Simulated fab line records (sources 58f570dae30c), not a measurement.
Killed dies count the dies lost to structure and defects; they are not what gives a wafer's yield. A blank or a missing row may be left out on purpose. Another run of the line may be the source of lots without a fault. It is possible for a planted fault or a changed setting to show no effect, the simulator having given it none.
The tool behind it: which one?	flow berkeley_cmos170	42 wafers from 14 lots sampled at 3 of the route's 331 steps

WHAT THE GAUGES SHOWED, per wafer
UCB170_V2_THK_MEAS_01. Usual: V2_TEOS_THK gives 1999 nm (standard deviation 27).
lot	measured	on	V2_TEOS_THK (nm)	flag
L351	day 8 01:54	film_metro-01	1955 1973 1960	
L354	day 8 10:37	film_metro-02	1988 2039 2044	
L353	day 8 11:55	film_metro-01	1972 1978 1995	
L352	day 8 13:02	film_metro-02	1994 2008 2002	
L356	day 9 04:57	film_metro-04	1987 1994 2023	
L366	day 10 22:52	film_metro-01	2006 2035 2013	
L367	day 10 23:07	film_metro-02	1932 2017 1990	
L364	day 11 02:37	film_metro-01	2022 1979 2030	
L365	day 11 05:40	film_metro-01	1978 1996 1998	
L368	day 11 19:30	film_metro-01	1986 2019 1997	
L369	day 11 20:31	film_metro-01	1977 2018 2038	
L370	day 11 20:38	film_metro-02	2014 2009 2018	
L373	day 12 10:02	film_metro-01	1989 1975 2012	
L374	day 12 17:42	film_metro-01	2010 1975 1989	

UCB170_M3_OVL_MEAS_16. Usual: M3_OVL gives -2 nm (standard deviation 4.8).
lot	measured	on	M3_OVL (nm)	flag
L351	day 8 06:29	overlay-02	-1 3 1	
L354	day 8 15:53	overlay-01	-8 -7 -8	
L353	day 8 17:26	overlay-02	-2 2 8	
L352	day 8 18:58	overlay-02	-2 1 -7	
L356	day 9 09:13	overlay-01	-6 1 -11	
L366	day 11 05:09	overlay-01	-7 1 1	
L367	day 11 05:33	overlay-01	-6 2 0	
L364	day 11 07:41	overlay-01	4 5 6	
L365	day 11 11:32	overlay-02	-4 3 11	
L368	day 11 23:47	overlay-01	7 -1 2	
L369	day 12 00:53	overlay-01	7 0 -8	
L370	day 12 01:30	overlay-01	7 2 1	
L373	day 12 15:10	overlay-01	7 -2 9	
L374	day 12 22:36	overlay-01	0 -3 -9	

WHAT TOOL EACH LOT RAN ON (gives the tool, then ch and the chambers of the sampled wafers, and finally the start)
lot	UCB170_M2_STRIP_07
L351	plasma_asher-04 ch 0, day 7 22:54
L354	plasma_asher-03 ch 0,1, day 8 07:58
L353	plasma_asher-03 ch 0,1, day 8 09:24
L352	plasma_asher-02 ch 0,1, day 8 10:08
L356	plasma_asher-04 ch 0,1, day 9 02:55
L366	plasma_asher-03 ch 0,1, day 10 20:38
L367	plasma_asher-02 ch 0,1, day 10 20:55
L364	plasma_asher-02 ch 0,1, day 10 23:23
L365	plasma_asher-03 ch 0,1, day 11 02:37
L368	plasma_asher-04 ch 0, day 11 17:28
L369	plasma_asher-02 ch 0,1, day 11 18:13
L370	plasma_asher-04 ch 0,1, day 11 18:25
L373	plasma_asher-04 ch 0,1, day 12 08:01
L374	plasma_asher-03 ch 0,1, day 12 15:50
- UCB170_M2_STRIP_07: strips in O2.

AS READ BY THE TOOLS THEMSELVES (means over the sampled wafers that have a number; for cases with no such wafer, the mark the record gives instead)
UCB170_M2_STRIP_07. Usual: drypump_motor_current_A 6.1 A, standard deviation 0.43; oes_product_au 0.735 a.u., standard deviation 0.0043; strip_time_to_endpoint_s 21.99 s, standard deviation 0.07.
lot	tool	drypump_motor_current_A (A)	oes_product_au (a.u.)	strip_time_to_endpoint_s (s)	flag
L351	plasma_asher-04	6.1	0.732	21.85	
L354	plasma_asher-03	6.2	0.736	21.93	
L353	plasma_asher-03	6.4	0.733	22.03	
L352	plasma_asher-02	5.4	0.738	21.99	
L356	plasma_asher-04	6.1	0.736	22.04	
L366	plasma_asher-03	6.4	0.734	21.96	
L367	plasma_asher-02	5.4	0.739	21.99	
L364	plasma_asher-02	5.4	0.735	21.90	
L365	plasma_asher-03	6.4	0.735	21.97	
L368	plasma_asher-04	6.1	0.735	22.11	
L369	plasma_asher-02	5.8	0.730	22.00	
L370	plasma_asher-04	6.1	0.735	21.98	
L373	plasma_asher-04	6.1	0.735	22.06	
L374	plasma_asher-03	6.2	0.733	22.02	

THE ANSWER, worked out from the rows above alone
Rule: take the mean of a lot's wafers that have a number; if it is more than 3 standard deviations from the usual mean, the lot is off. A lot without any number at a reading at which 4 lots or more have one is off too. Any other lot the step has rows for is counted as sound. The gauges are gone through in route order, then the tools' own readings, and for those a lot's mean is taken as printed above. The first step at which some lot is off is used, and at that step the reading that is off furthest; a lot without a number counts as furthest.
Across all readings shown, no lot is off: no conclusion can be drawn from this.

WHAT WAS PUT IN BY THE SIMULATOR
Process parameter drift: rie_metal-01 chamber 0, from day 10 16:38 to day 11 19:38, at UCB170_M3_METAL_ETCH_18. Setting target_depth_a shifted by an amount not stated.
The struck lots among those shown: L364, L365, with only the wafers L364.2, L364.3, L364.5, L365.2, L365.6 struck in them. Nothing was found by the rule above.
